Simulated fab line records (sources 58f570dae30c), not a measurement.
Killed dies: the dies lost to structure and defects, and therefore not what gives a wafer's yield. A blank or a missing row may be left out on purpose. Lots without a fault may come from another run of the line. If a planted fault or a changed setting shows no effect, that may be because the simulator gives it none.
Comparing a struck lot with a sound one :: flow berkeley cmos170 :: 43 out of 331 route steps
Sound: the wafers L556.2, L556.3, L556.4. Wafers struck: L567.1, L567.3, L567.6. At the end, the cause is stated.
Order at every step that has rows: each side's tool, ch and its chambers, its first start. Under that, the readings that differ: sound wafers :: struck wafers :: difference of the means :: sigmas: that difference in standard deviations of wafers without a fault.
alike: readings whose means differ by less than 2 such deviations, and words and numbers that are the same on both sides. not compared: withheld readings, readings that some wafer has no value for, bounds like >300 that may hide the same value, and numbers for which the record gives no deviation and whose values overlap.
Wherever a step has rows on one side only, a row that says differs or no value, or a row with sigmas, the two part there. Non-overlapping numbers with no deviation appear without sigmas and do not part them. A reading missing from all wafers of one side parts the sides only when that side holds two or more wafers.

UCB170_BACKSIDE_STRIP_03: strips in O2.
  sound on plasma asher-04 ch 0,1, day 8 06:59; struck on plasma asher-01 ch 0,1, day 10 09:39
  alike: drypump motor current A, o2 flow sccm, oes product au, strip time to endpoint s
  not compared: rf hours counter h
then, 3 steps without rows for these wafers: UCB170_BACKSIDE_CLEAN_04 (cleans in SPM, time 600 s); UCB170_SDANNEAL_RTA_00 (time 10 s); UCB170_SDANNEAL_RTA_01 (time 5 s).
UCB170_SDANNEAL_RS_MEAS_02: measures by four-point-probe.
  struck on film metro-04, day 10 10:07; sound on film metro-03, day 8 07:32
  alike: PSD_RS
UCB170_SDANNEAL_RS_MEAS_03: measures by four-point-probe.
  struck on film metro-04, day 10 10:14; sound on film metro-03, day 8 07:40
  alike: NSD_RS
UCB170_SDANNEAL_RS_MEAS_04: measures by four-point-probe.
  struck on film metro-04, day 10 10:22; sound on film metro-03, day 8 07:47
  alike: PLDD_RS
UCB170_SDANNEAL_RS_MEAS_05: measures by four-point-probe.
  struck on film metro-04, day 10 10:29; sound on film metro-03, day 8 07:54
  alike: NLDD_RS
then, 1 step without rows for these wafers: UCB170_SILICIDE_PRE_CLEAN_00 (preclean etch time 60 s).
UCB170_SILICIDE_SPUTTER_01: material Ti, target thk 30 nm, time 25 s.
  struck on pvd sputter-04, day 10 10:40; sound on pvd sputter-04, day 8 08:04
  alike: throttle valve pct
UCB170_SILICIDE_RS_MEAS_02: measures by four-point-probe.
  struck on film metro-04, day 10 10:41; sound on film metro-04, day 8 08:08
  alike: SILICIDE_TI_RS
UCB170_SILICIDE_THK_MEAS_03: measures by xrf.
  struck on film metro-04, day 10 10:49; sound on film metro-04, day 8 08:14
  alike: SILICIDE_TI_THK
UCB170_SILICIDE_RTA_04: time 15 s.
  sound on rtp anneal-01 ch 0, day 8 08:18; struck on rtp anneal-01 ch 0, day 10 10:52
  alike: lamp power pct, wafer_temp_C_max
then, 3 steps without rows for these wafers: UCB170_SILICIDE_WET_ETCH_05 (etches Ti in SPM, time 45 s); UCB170_CONTACT_CLEAN_00 (cleans in SPM, time 600 s); UCB170_CONTACT_CVD_01 (deposits PSG from SiH4/O2/PH3, target thk 700 nm, time 2820 s).
UCB170_CONTACT_THK_MEAS_02:
  struck on film metro-02, day 10 12:57; sound on film metro-03, day 8 10:25
  alike: CONTACT_PSG_THK
then, 3 steps without rows for these wafers: UCB170_CONTACT_HMDS_03 (prime time 60 s); UCB170_CONTACT_COAT_04 (resist thk 900 nm); UCB170_CONTACT_SOFTBAKE_05 (time 60 s).
UCB170_CONTACT_STRIP_06: strips in O2.
  sound on plasma asher-02 ch 0,1, day 8 10:55; struck on plasma asher-02 ch 0,1, day 10 13:28
reading: strip time to endpoint s (s)
sound: 21.88 21.93 21.93
struck: 22.03 22.12 22.04
difference: +0.15
sigmas: +2
  alike: drypump motor current A, o2 flow sccm, oes product au
  not compared: rf hours counter h
then, 1 step without rows for these wafers: UCB170_CONTACT_CLEAN_07 (cleans in SPM, time 600 s).
UCB170_CONTACT_RTA_08: time 10 s.
  sound on rtp anneal-02 ch 0, day 8 11:13; struck on rtp anneal-02 ch 0, day 10 13:45
  alike: lamp power pct, wafer_temp_C_max
then, 6 steps without rows for these wafers: UCB170_CONTACT_COAT_09; UCB170_CONTACT_COAT_10 (resist thk 900 nm); UCB170_CONTACT_SOFTBAKE_11 (time 60 s); UCB170_CONTACT_EXPOSE_12 (exposes mask CONT, target cd 700 nm); UCB170_CONTACT_PEB_13; UCB170_CONTACT_DEVELOP_14 (develop time 45 s).
UCB170_CONTACT_CD_MEAS_15 targets a cd of 700 nm.
  struck on cd sem-02, day 10 14:47; sound on cd sem-02, day 8 12:48
  alike: cd nm
UCB170_CONTACT_OVL_MEAS_16:
  struck on overlay-02, day 10 14:54; sound on overlay-02, day 8 12:55
  alike: CONTACT_OVL
UCB170_CONTACT_ETCH_17: etches BARC in N2/H2.
  sound on rie diel-02 ch 0,1,2, day 8 12:56; struck on rie diel-01 ch 0,1, day 10 14:56
  alike: drypump motor current A, h2 flow sccm, oes product au, throttle valve pct
then, 2 steps without rows for these wafers: UCB170_CONTACT_ETCH_18 (etches PSG in CHF3/CF4/Ar, stops on TiSi2, target depth 840 nm, time 195 s); UCB170_CONTACT_STRIP_19 (strips in O2).
UCB170_CONTACT_CD_MEAS_90 targets a cd of 700 nm.
  struck on cd sem-02, day 10 15:12; sound on cd sem-02, day 8 13:17
  alike: cd nm
then, 2 steps without rows for these wafers: UCB170_CONTACT_CLEAN_20 (cleans in SPM, time 600 s); UCB170_M1_SPUTTER_00 (material Al, target thk 600 nm, time 80 s).
UCB170_M1_RS_MEAS_01: measures by four-point-probe.
  struck on film metro-03, day 10 15:35; sound on film metro-03, day 8 13:38
  alike: M1_AL_RS
UCB170_M1_THK_MEAS_02: measures by xrf.
  struck on film metro-03, day 10 15:42; sound on film metro-03, day 8 13:45
  alike: M1_AL_THK
then, 3 steps without rows for these wafers: UCB170_M1_COAT_03; UCB170_M1_COAT_04 (resist thk 900 nm); UCB170_M1_SOFTBAKE_05 (time 60 s).
UCB170_M3_PROBE_99:
  struck on prober-02, day 11 07:48; sound on prober-02, day 9 04:49
reading: model.etest.npoly line.width nm (nm)
sound: 318.9 320.4 323.4
struck: 312.1 312.9 315.8
difference: -7.3
sigmas: 

reading: model.etest.ppoly line.width nm (nm)
sound: 320.9 319.5 320.6
struck: 313.4 315 313.1
difference: -6.5
sigmas: 

reading: model.etest.ppoly line.line ohm um
sound: 14.71 14.95 14.98
struck: 11.06 11.25 11.16
difference: -3.72
sigmas: 

reading: model.etest.npoly line.line ohm um
sound: 14.48 14.41 14.74
struck: 10.99 11.13 11.06
difference: -3.48
sigmas: 

reading: model.etest.nmos_0p35.gate log10 a cm2
sound: -8.693 -8.754 -8.501
struck: -6.394 -6.545 -6.465
difference: +2.181
sigmas: 

reading: model.etest.pmos_0p35.gate log10 a cm2
sound: -8.427 -8.694 -8.304
struck: -6.394 -6.541 -6.465
difference: +2.008
sigmas: 

reading: model.etest.antenna contact.gate log10 a cm2
sound: -8.147 -8.47 -8.095
struck: -6.55 -6.492 -6.554
difference: +1.71
sigmas: 

reading: model.etest.antenna m1.gate log10 a cm2
sound: -8.157 -8.512 -8.137
struck: -6.25 -6.509 -6.502
difference: +1.85
sigmas: 

== WHERE THEY PART ==
Only at UCB170_CONTACT_STRIP_06, within this record. Later steps at which nothing parts them and some readings are alike: UCB170_CONTACT_RTA_08, UCB170_CONTACT_CD_MEAS_15, UCB170_CONTACT_OVL_MEAS_16, UCB170_CONTACT_ETCH_17, UCB170_CONTACT_CD_MEAS_90, UCB170_M1_RS_MEAS_01, UCB170_M1_THK_MEAS_02.

WHY: whatever the simulator had introduced
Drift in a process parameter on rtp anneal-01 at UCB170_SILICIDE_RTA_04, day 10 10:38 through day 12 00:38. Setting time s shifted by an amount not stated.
